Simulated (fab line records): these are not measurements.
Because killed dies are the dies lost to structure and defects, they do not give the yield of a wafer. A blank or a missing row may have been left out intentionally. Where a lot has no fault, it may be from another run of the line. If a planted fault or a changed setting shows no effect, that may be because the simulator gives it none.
The same fault as seen by 2 desks / flow berkeley-cmos170 / what lay behind the numbers comes last; until then each desk has only its own

== THE TOOL OWNER'S DESK: pecvd-02 ==
The tool's own readings at UCB170_V2_CVD_00 (deposits SiO2 from TEOS/O2, target thk 2000 nm, time 250 s): means of the sampled wafers that have a number, for each lot that ran on this tool. If a lot's mean is further than 4 standard deviations from the usual mean, the lot is out of limits and carries the mark OUT (the distance appears in the brackets).
Columns: A = heater-power-w at UCB170_V2_CVD_00, usual 238 W; B = rf-fwd-power-W at UCB170_V2_CVD_00, usual 548.9 W
lot=L643; first seen here=day 8 02:54; A=323; B=547.7
lot=L646; first seen here=day 8 12:02; A=288; B=548.3
lot=L647; first seen here=day 9 01:24; A=276; B=547.8
lot=L652; first seen here=day 10 11:10; A=273; B=548.3
lot=L654; first seen here=day 11 07:39; A=265; B=549.5
lot=L659; first seen here=day 11 08:12; A=211; B=695.5 (+86) OUT
lot=L663; first seen here=day 12 06:07; A=201; B=622.3 (+43) OUT
This desk's verdict: out of limits on L659, L663, starting with L659 at day 11 08:12 (rf-fwd-power-W at UCB170_V2_CVD_00). L643, L646, L647, L652, L654: within limits.

== FROM THE METROLOGY DESK ==
Means of the sampled wafers that have a number, per lot and without regard to the tool the lot ran on: this is what the gauges read. If a lot's mean is further than 4 standard deviations from the usual mean, the lot is out of limits and carries the mark OUT (the distance appears in the brackets).
Columns: A = cd-nm at UCB170_V1_CD_MEAS_12, usual 699.9 nm; B = V2_TEOS_THK at UCB170_V2_THK_MEAS_01, usual 1988 nm
lot=L641; first seen here=day 6 20:36; A=698.5; B=1980
lot=L642; first seen here=day 7 09:05; A=702.4; B=2011
lot=L644; first seen here=day 7 22:49; A=700.6; B=2000
lot=L643; first seen here=day 7 23:11; A=701.3; B=1986
lot=L646; first seen here=day 8 08:29; A=698.1; B=1982
lot=L647; first seen here=day 8 22:14; A=701.8; B=1976
lot=L649; first seen here=day 8 22:28; A=699.3; B=1987
lot=L648; first seen here=day 9 08:04; A=700.1; B=1990
lot=L650; first seen here=day 9 08:09; A=699.8; B=1969
lot=L651; first seen here=day 9 19:15; A=698.4; B=1994
lot=L652; first seen here=day 10 07:08; A=699.5; B=2014
lot=L654; first seen here=day 11 02:34; A=700.6; B=1996
lot=L659; first seen here=day 11 03:18; A=700.7; B=2153 (+7.2) OUT
lot=L663; first seen here=day 12 02:13; A=699.0; B=2082 (+4.1) OUT
This desk's result: L659, L663 out of limits, first on L659 (V2_TEOS_THK at UCB170_V2_THK_MEAS_01), day 11 08:22. L641, L642, L644, L643, L646, L647, L649, L648, L650, L651, L652, L654: within limits.

== ALL TOGETHER ==
The tool owner's desk had the chance to raise an alarm at day 11 08:12 on L659, L663.
The metrology desk could have raised an alarm at day 11 08:22, on L659, L663.
UCB170_V2_CVD_00 was run on pecvd-02 by each of the lots named.

== WHAT WAS PUT IN BY THE SIMULATOR ==
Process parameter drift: pecvd-02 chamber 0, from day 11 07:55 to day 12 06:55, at UCB170_V2_CVD_00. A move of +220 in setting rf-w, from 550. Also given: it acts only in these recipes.
Lots struck among those shown: L659, L663.
Hours from the fault's start to each desk's first reading out of limits: the tool owner's desk, 0; the metrology desk, 0.
